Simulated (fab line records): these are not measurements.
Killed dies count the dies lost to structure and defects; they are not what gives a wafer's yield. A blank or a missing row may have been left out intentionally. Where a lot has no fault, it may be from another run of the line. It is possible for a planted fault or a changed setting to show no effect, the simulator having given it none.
Split-lot trial | flow berkeley-cmos170 | on a route of 331 steps: 5 lots, 23 wafers read

THE SPLIT
At UCB170_NLDD_COAT_01 (resist thk 900 nm), the setting resist-thk-nm was moved away from the recipe's 900 nm on 8 of the 23 wafers read, by -5.0% to +4.3%. All remaining wafers had this setting at the recipe value.

Reading taken at the split's own step.

THE READING
KrF_of_NLDD_COAT_01.thk-nm (the simulator's own value, which no gauge read), in nm, at UCB170_NLDD_COAT_01 (resist thk 900 nm). The file gives no usual value for it. Average 901.3 nm, standard deviation 2.5 nm, over the 15 wafers here run with the recipe.

wafer  | tool, chamber at the split | resist-thk-nm as run, nm | against the recipe | KrF_of_NLDD_COAT_01.thk-nm, nm | against lot-mates on the recipe
L074.1 | litho-track-03, 0          | 900                      | recipe             | 900.8                          | -
L074.5 | litho-track-03, 0          | 900                      | recipe             | 897.3                          | -
L074.6 | litho-track-03, 0          | 900                      | recipe             | 900.1                          | -
L076.1 | litho-track-03, 0          | 900                      | recipe             | 902.9                          | -
L076.5 | litho-track-03, 0          | 900                      | recipe             | 902.9                          | -
L076.3 | litho-track-03, 0          | 900                      | recipe             | 904.7                          | -
L076.4 | litho-track-03, 0          | 883.7                    | -1.8%              | 884.2                          | -19.3
L076.6 | litho-track-03, 0          | 883.7                    | -1.8%              | 884.5                          | -19.0
L079.2 | litho-track-02, 0          | 854.6                    | -5.0%              | 858                            | -46.8
L079.3 | litho-track-02, 0          | 900                      | recipe             | 901.8                          | -
L079.4 | litho-track-02, 0          | 854.6                    | -5.0%              | 857.4                          | -47.4
L079.5 | litho-track-02, 0          | 854.6                    | -5.0%              | 856.3                          | -48.5
L079.6 | litho-track-02, 0          | 900                      | recipe             | 907.9                          | -
L080.1 | litho-track-04, 0          | 900                      | recipe             | 899.7                          | -
L080.2 | litho-track-04, 0          | 938.3                    | +4.3%              | 935.2                          | +35.6
L080.3 | litho-track-04, 0          | 938.3                    | +4.3%              | 932.7                          | +33.1
L080.4 | litho-track-04, 0          | 900                      | recipe             | 899.5                          | -
L080.6 | litho-track-04, 0          | 938.3                    | +4.3%              | 935.3                          | +35.7
L083.1 | litho-track-04, 0          | 900                      | recipe             | 898.5                          | -
L083.2 | litho-track-04, 0          | 900                      | recipe             | 900.5                          | -
L083.3 | litho-track-04, 0          | 900                      | recipe             | 902.1                          | -
L083.4 | litho-track-04, 0          | 900                      | recipe             | 899.7                          | -
L083.5 | litho-track-04, 0          | 900                      | recipe             | 901.5                          | -

THE FIT
A straight line over all 23 wafers: KrF_of_NLDD_COAT_01.thk-nm changes by +8.36 nm for each +1% of resist-thk-nm; r = +0.99; the points scatter about the line by 2.4 nm.
The same after taking each lot's own level away (the mean of its wafers on the recipe; 23 wafers): +8.95 nm for each +1%; r = +1.00; scatter 2 nm.
Per that fit: largest resist-thk-nm move, reading shift of 45 nm.
From 899.40 to 904.85 nm: that is the span of the lots' own levels, equal to 2.2 times the standard deviation above.
So the lot-to-lot level changes the slope little: the two slopes agree.
Check: with one of the wafers moved furthest among these (-5.0%) left out of the fit, the line predicts -46 nm for it against its lot-mates. It came out at -46.8 nm against them.

THESE WAFERS: OTHER SPLITS
Note: prior to the reading, these wafers also went through further splits. Each is held against what the fit with the lots' levels taken away leaves over:
other split on the same wafers | wafers away from the commonest value | r with KrF_of_NLDD_COAT_01.thk-nm (lot level and that fit taken away)
UCB170_GATE_PEB_10 peb-temp-c  | 12                                   | +0.27

THE WHOLE CHAIN: every reading that the file lists as answering this split, in the file's order
step                 | what it does      | reading                                                                     | change (the file's fit)              | r (the file's)
UCB170_NLDD_COAT_01  | resist thk 900 nm | KrF_of_NLDD_COAT_01.thk-nm (the simulator's own value, which no gauge read) | +9.02 nm for each +1% of the setting | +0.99
UCB170_NLDD_STRIP_10 | strips in O2      | strip-time-to-endpoint-s                                                    | withheld for each +1% of the setting | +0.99

FILE'S OWN FIT
KrF_of_NLDD_COAT_01.thk-nm changes by +9.02 nm for each +1% of resist-thk-nm, r = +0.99.
